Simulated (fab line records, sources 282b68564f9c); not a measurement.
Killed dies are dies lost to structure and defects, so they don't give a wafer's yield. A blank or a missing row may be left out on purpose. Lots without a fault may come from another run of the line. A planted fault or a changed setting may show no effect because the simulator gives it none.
A struck lot beside a sound one | flow rit_cmos | 44 steps out of a route of 202
Sound: wafers L618.1, L618.2, L618.3. Struck: wafers L626.1, L626.3, L626.4. The cause comes at the end.
At each step with rows: each side's tool, then ch and its chambers, then its first start. Under that, the readings that differ: sound wafers | struck wafers | difference of the means | sigmas: that difference in standard deviations of wafers without a fault.
alike: readings whose means differ by less than 2 such deviations, and words and numbers that are the same on both sides. not compared: withheld readings, readings that some wafer has no value for, bounds like >300 that may hide the same value, and numbers for which the record gives no deviation and whose values overlap.
The two part at a step that has a row with sigmas, a row that says differs or no value, or rows on one side only. Numbers that don't overlap but have no deviation are shown without sigmas and don't part them. A reading that every wafer of one side lacks parts them only if that side has two wafers or more.

first, 3 steps without rows for these wafers: RIT_GATE_EXPOSE_13 (exposes mask M6, target cd 150 nm); RIT_GATE_PEB_14; RIT_GATE_DEVELOP_15 (develop time 50 s).
RIT_GATE_CD_MEAS_16: target cd 150 nm.
  sound on cd_sem-01, day 4 04:33; struck on cd_sem-02, day 5 21:41
  alike: cd_nm
RIT_GATE_OVL_MEAS_17:
  sound on overlay-01, day 4 04:40; struck on overlay-02, day 5 21:48
  alike: GATE_OVL
then, 1 step without rows for these wafers: RIT_GATE_HARDBAKE_18 (time 60 s).
RIT_GATE_ETCH_19: etches poly-Si in SF6/CHF3/O2, stops on SiO2, time 165 s, target depth 312.5 nm.
  sound on rie_si-01 ch 0,1,3, day 4 04:56; struck on rie_si-01 ch 0,2,3, day 5 21:59
  alike: drypump_motor_current_A, oes_product_au, throttle_valve_pct
  not compared: rf_hours_counter_h
RIT_GATE_STRIP_20: strips in O2, time 180 s.
  sound on plasma_asher-03 ch 0,1, day 4 05:03; struck on plasma_asher-03 ch 0,1, day 5 22:06
  alike: drypump_motor_current_A
  not compared: rf_hours_counter_h
RIT_GATE_CD_MEAS_90: target cd 150 nm.
  sound on cd_sem-02, day 4 05:13; struck on cd_sem-01, day 5 22:16
  alike: cd_nm
then, 3 steps without rows for these wafers: RIT_REOX_CLEAN_00 (cleans in SC1, time 600 s); RIT_REOX_CLEAN_01 (cleans in dHF, time 30 s); RIT_REOX_CLEAN_02 (cleans in SC2, time 600 s).
RIT_REOX_OXIDATION_03: target thk 25.2 nm, ox time 5580 s.
  sound on furnace-01 ch 0, day 4 06:21; struck on furnace-01 ch 0, day 5 22:47
  reading                                     | sound             | struck               | difference | sigmas
  spike_tc_centre_C (C)                       | 901.4 900.3 901.3 | 834.6 831.3 834.5    | -67.5      | -48
  spike_tc_load_C (C)                         | 926 926 927       | 857 858 857          | -69        | -16
  spike_tc_source_C (C)                       | 922.8 923.0 923.8 | 854.9 853.2 857.2    | -68.1      | -45
  tube_center_temp_C (C)                      | 900 900 900.14    | 833.11 833.05 832.97 | -67.00     | -99 or more
  tube_center_temp_C_max                      | 902.2 902.5 902.7 | 835.3 834.8 834.9    | -67.5      | -99 or more
  zone_power_load_pct (%)                     | 24.1 24.3 24.2    | 20.2 20.4 20.4       | -3.9       | -3
  model.SiO2_of_REOX_OXIDATION_03.thk_nm (nm) | 25.42 25.49 25.28 | 11.36 11.18 11.79    | -13.95     |
  model.poly-Si_of_GATE_CVD_08.thk_nm (nm)    | 232 233.3 233     | 238.5 240.6 240.2    | +7.0       |
RIT_REOX_THK_MEAS_04:
  sound on film_metro-04, day 4 08:54; struck on film_metro-01, day 6 01:20
  reading             | sound          | struck         | difference | sigmas
  REOX_OXIDE_THK (nm) | 25.4 25.5 25.3 | 11.4 11.2 11.8 | -13.9      | -35
then, 6 steps without rows for these wafers: RIT_NLDD_HMDS_00 (prime time 60 s); RIT_NLDD_COAT_01 (resist thk 1000 nm); RIT_NLDD_SOFTBAKE_02 (time 60 s); RIT_NLDD_EXPOSE_03 (exposes mask M7, target cd 40700 nm); RIT_NLDD_PEB_04; RIT_NLDD_DEVELOP_05 (develop time 50 s).
RIT_NLDD_OVL_MEAS_06:
  sound on overlay-02, day 4 10:00; struck on overlay-01, day 6 02:15
  alike: NLDD_OVL
then, 2 steps without rows for these wafers: RIT_NLDD_HARDBAKE_07 (time 60 s); RIT_NLDD_IMPLANT_08.
RIT_NLDD_STRIP_09: strips in O2, time 180 s.
  sound on plasma_asher-03 ch 0,1, day 4 10:20; struck on plasma_asher-03 ch 0,1, day 6 02:35
  alike: drypump_motor_current_A
  not compared: rf_hours_counter_h
RIT_NLDD_TW_MEAS_10:
  sound on film_metro-03, day 4 10:31; struck on film_metro-03, day 6 02:46
  alike: NLDD_TW
then, 6 steps without rows for these wafers: RIT_PLDD_HMDS_00 (prime time 60 s); RIT_PLDD_COAT_01 (resist thk 1000 nm); RIT_PLDD_SOFTBAKE_02 (time 60 s); RIT_PLDD_EXPOSE_03 (exposes mask M8, target cd 40900 nm); RIT_PLDD_PEB_04; RIT_PLDD_DEVELOP_05 (develop time 50 s).
RIT_PLDD_OVL_MEAS_06:
  sound on overlay-01, day 4 11:33; struck on overlay-01, day 6 03:40
  alike: PLDD_OVL
then, 2 steps without rows for these wafers: RIT_PLDD_HARDBAKE_07 (time 60 s); RIT_PLDD_IMPLANT_08.
RIT_PLDD_STRIP_09: strips in O2, time 180 s.
  sound on plasma_asher-01 ch 0,1, day 4 11:53; struck on plasma_asher-01 ch 0,1, day 6 04:01
  alike: drypump_motor_current_A
  not compared: rf_hours_counter_h
RIT_PLDD_TW_MEAS_10:
  sound on film_metro-04, day 4 12:04; struck on film_metro-02, day 6 04:11
  alike: PLDD_TW
RIT_SPACER_CLEAN_00: cleans in SC1, time 600 s.
  sound on wet_bench-01 ch 3, day 4 12:07; struck on wet_bench-01 ch 3, day 6 04:14
  reading                                     | sound             | struck            | difference | sigmas
  model.SiO2_of_REOX_OXIDATION_03.thk_nm (nm) | 23.46 23.52 23.31 | 10.48 10.32 10.88 | -12.87     |
  alike: bath_guard_temp_C
then, 3 steps without rows for these wafers: RIT_SPACER_CLEAN_01 (cleans in dHF, time 30 s); RIT_SPACER_CLEAN_02 (cleans in SC2, time 600 s); RIT_SPACER_CVD_03 (deposits Si3N4 from SiH2Cl2/NH3, target thk 250 nm, time 3300 s).
RIT_SPACER_THK_MEAS_04:
  sound on film_metro-04, day 4 15:23; struck on film_metro-01, day 6 06:32
  alike: SPACER_NITRIDE_THK
RIT_SPACER_ETCHBACK_05: etches Si3N4 in SF6/CHF3, stops on SiO2, target depth 250 nm, time 240 s.
  sound on rie_diel-02 ch 1,2,3, day 4 15:26; struck on rie_diel-03 ch 0,2,3, day 6 06:36
  reading                | sound       | struck | difference | sigmas
  rf_hours_counter_h (h) | 159 110 152 | 8 3 21 | -130       |
  alike: drypump_motor_current_A, oes_product_au, throttle_valve_pct
RIT_SDANNEAL_CLEAN_02: cleans in SC2, time 600 s.
  sound on wet_bench-02 ch 1, day 4 18:49; struck on wet_bench-03 ch 3, day 6 09:48
  reading                                  | sound             | struck          | difference | sigmas
  model.poly-Si_of_GATE_CVD_08.thk_nm (nm) | 163.5 163.4 165.1 | 165.9 171 170.4 | +5.1       |
  alike: bath_guard_temp_C
RIT_M1_PROBE_99:
  sound on prober-01, day 5 03:16; struck on prober-01, day 6 18:22
  reading                             | sound             | struck            | difference | sigmas
  model.etest.pmos_turned.r_on_ohm_um | 3538 3642 3568    | 2572 2441 2498    | -1079      |
  model.etest.pmos_0p3.r_on_ohm_um    | 6403 6483 6402    | 5696 5511 5540    | -847       |
  model.etest.pmos_0p15.r_on_ohm_um   | 2862 2912 2857    | 2203 2051 2123    | -751       |
  model.etest.pldd.rs_ohm_sq          | 543.8 543.9 534.9 | 225.9 223.7 230.7 | -314.1     |
  model.etest.nldd.rs_ohm_sq          | 368.3 368.9 365.5 | 223.9 220.1 224.3 | -144.8     |
  model.etest.nmos_0p15.r_on_ohm_um   | 1119 1149 1105    | 1073 975.7 999.8  | -108       |
  model.etest.nmos_0p3.r_on_ohm_um    | 2176 2216 2163    | 2129 2044 2047    | -112       |
  model.etest.nmos_turned.drive_ua_um | 324.3 318.2 324.9 | 425 446.8 433.7   | +113       |
  alike: killed_at_contacts, killed_at_front_end, killed_dies, killed_open, killed_short

WHERE THEY PART
First at RIT_REOX_OXIDATION_03; last, within this record, at RIT_REOX_THK_MEAS_04. Later steps at which nothing parts them and some readings are alike: RIT_NLDD_OVL_MEAS_06, RIT_NLDD_STRIP_09, RIT_NLDD_TW_MEAS_10, RIT_PLDD_OVL_MEAS_06, RIT_PLDD_STRIP_09, RIT_PLDD_TW_MEAS_10, RIT_SPACER_CLEAN_00, RIT_SPACER_THK_MEAS_04, RIT_SPACER_ETCHBACK_05, RIT_SDANNEAL_CLEAN_02, RIT_M1_PROBE_99.

WHY: what the simulator had put in
Process parameter drift: furnace-01, from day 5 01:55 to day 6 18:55, at RIT_REOX_OXIDATION_03. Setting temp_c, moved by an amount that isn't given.
